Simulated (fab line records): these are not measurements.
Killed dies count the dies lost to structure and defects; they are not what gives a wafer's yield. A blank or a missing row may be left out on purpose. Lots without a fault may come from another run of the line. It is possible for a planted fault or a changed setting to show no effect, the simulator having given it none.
A lot that was struck, set against a sound lot | flow rit-cmos | 19 steps out of a route of 202
Sound: wafers L956.1, L956.4, L956.5. Struck: wafers L965.1, L965.2, L965.5. Last of all comes the cause.
Per side, at each step with rows, come the tool, then ch with its chambers, and then its first start. Under that, the readings that differ: sound wafers | struck wafers | difference of the means | sigmas: that difference in standard deviations of wafers without a fault.
alike: a reading whose means differ by less than 2 such deviations, as well as words and numbers matching on both sides. not compared: withheld readings; readings where some wafer has no value; bounds like >300 that might hide an equal value; numbers whose values overlap and for which the record gives no deviation.
The two part at a step that has a row with sigmas, a row that says differs or no value, or rows on one side only. Numbers that don't overlap but have no deviation are shown without sigmas and don't part them. A reading that every wafer of one side lacks parts them only if that side has two wafers or more.

first, 1 step without rows for these wafers: RIT_SILICIDE_WET_ETCH_00 (etches SiO2 in BOE, target depth 14 nm, time 15 s).
RIT_SILICIDE_SPUTTER_01: material Ti, target thk 30 nm, time 240 s.
  sound on pvd-sputter-02, day 4 08:47; struck on pvd-sputter-03, day 6 05:11
  alike: throttle-valve-pct
RIT_SILICIDE_RS_MEAS_02: the measuring method here is four-point-probe.
  sound on film-metro-01, day 4 08:56; struck on film-metro-04, day 6 05:20
  reading                 | sound          | struck         | difference | sigmas
  SILICIDE_TI_RS (ohm/sq) | 47.0 47.8 47.3 | 49.0 49.1 48.8 | +1.6       | +3
RIT_SILICIDE_THK_MEAS_03: measures by xrf.
  sound on film-metro-01, day 4 09:03; struck on film-metro-04, day 6 05:28
  reading              | sound          | struck         | difference | sigmas
  SILICIDE_TI_THK (nm) | 31.0 30.5 30.8 | 30.0 29.7 29.9 | -0.9       | -3
RIT_SILICIDE_RTA_04: time 10 s, ramp up 5 s, ramp down 5 s.
  sound on rtp-anneal-02 ch 0, day 4 09:07; struck on rtp-anneal-01 ch 0, day 6 05:31
  alike: chamber-o2-ppm, wafer_temp_C_max
then, 1 step without rows for these wafers: RIT_SILICIDE_WET_ETCH_05 (etches Ti in SPM, time 120 s).
RIT_SILICIDE_RTA_06: time 10 s, ramp up 5 s, ramp down 10 s.
  sound on rtp-anneal-01 ch 0, day 4 09:13; struck on rtp-anneal-02 ch 0, day 6 05:38
  reading          | sound             | struck            | difference | sigmas
  wafer_temp_C_max | 751.8 751.7 752.5 | 755.1 754.3 757.5 | +3.6       | +3
  alike: chamber-o2-ppm
RIT_CONTACT_CVD_00: deposits SiO2 from TEOS, target thk 400 nm, time 61 s.
  sound on pecvd-01 ch 0,1,2, day 4 09:17; struck on pecvd-01 ch 1,2, day 6 05:41
  alike: heater-power-w
RIT_CONTACT_THK_MEAS_01:
  sound on film-metro-02, day 4 09:20; struck on film-metro-03, day 6 05:45
  alike: CONTACT_TEOS_THK
then, 3 steps without rows for these wafers: RIT_CONTACT_HMDS_02 (prime time 60 s); RIT_CONTACT_COAT_03 (resist thk 1000 nm); RIT_CONTACT_SOFTBAKE_04 (time 60 s).
RIT_CONTACT_EXPOSE_05: exposes mask M11, target cd 1000 nm.
  sound on iline-stepper-01 ch 0, day 4 09:52; struck on iline-stepper-01 ch 0, day 6 06:16
  reading                         | sound                | struck            | difference | sigmas
  model.CONTACT.overlay-x-nm (nm) | 0.1482 0.1482 0.1482 | 131.1 131.1 131.1 | +131.0     |
  alike: mask
then, 2 steps without rows for these wafers: RIT_CONTACT_PEB_06; RIT_CONTACT_DEVELOP_07 (develop time 120 s).
RIT_CONTACT_CD_MEAS_08: the cd target is 1000 nm.
  sound on cd-sem-02, day 4 10:23; struck on cd-sem-01, day 6 06:46
  alike: cd-nm
RIT_CONTACT_OVL_MEAS_09:
  sound on overlay-01, day 4 10:31; struck on overlay-02, day 6 06:53
  reading          | sound       | struck            | difference | sigmas
  CONTACT_OVL (nm) | 1.0 0.8 0.3 | 128.6 129.2 130.0 | +128.6     | +86
then, 1 step without rows for these wafers: RIT_CONTACT_HARDBAKE_10 (time 60 s).
RIT_M1_PROBE_99:
  sound on prober-02, day 4 15:41; struck on prober-01, day 6 11:57
  reading                                    | sound             | struck            | difference | sigmas
  model.etest.contact-to-gate.bv-right-v (V) | 92.9 90.75 92.53  | 26.22 20.5 23.64  | -68.61     |
  model.etest.contact-to-gate.bv-left-v (V)  | 92.02 89.55 87.91 | 159.7 154.2 155.5 | +66.6      |
  alike: killed-at-front-end, killed-dies, killed-on-rim, killed-open, killed-short

== WHERE THEY PART ==
First at RIT_SILICIDE_RS_MEAS_02; last, within this record, at RIT_CONTACT_OVL_MEAS_09. Later steps at which nothing parts them and some readings are alike: RIT_M1_PROBE_99.

WHY: whatever the simulator had introduced
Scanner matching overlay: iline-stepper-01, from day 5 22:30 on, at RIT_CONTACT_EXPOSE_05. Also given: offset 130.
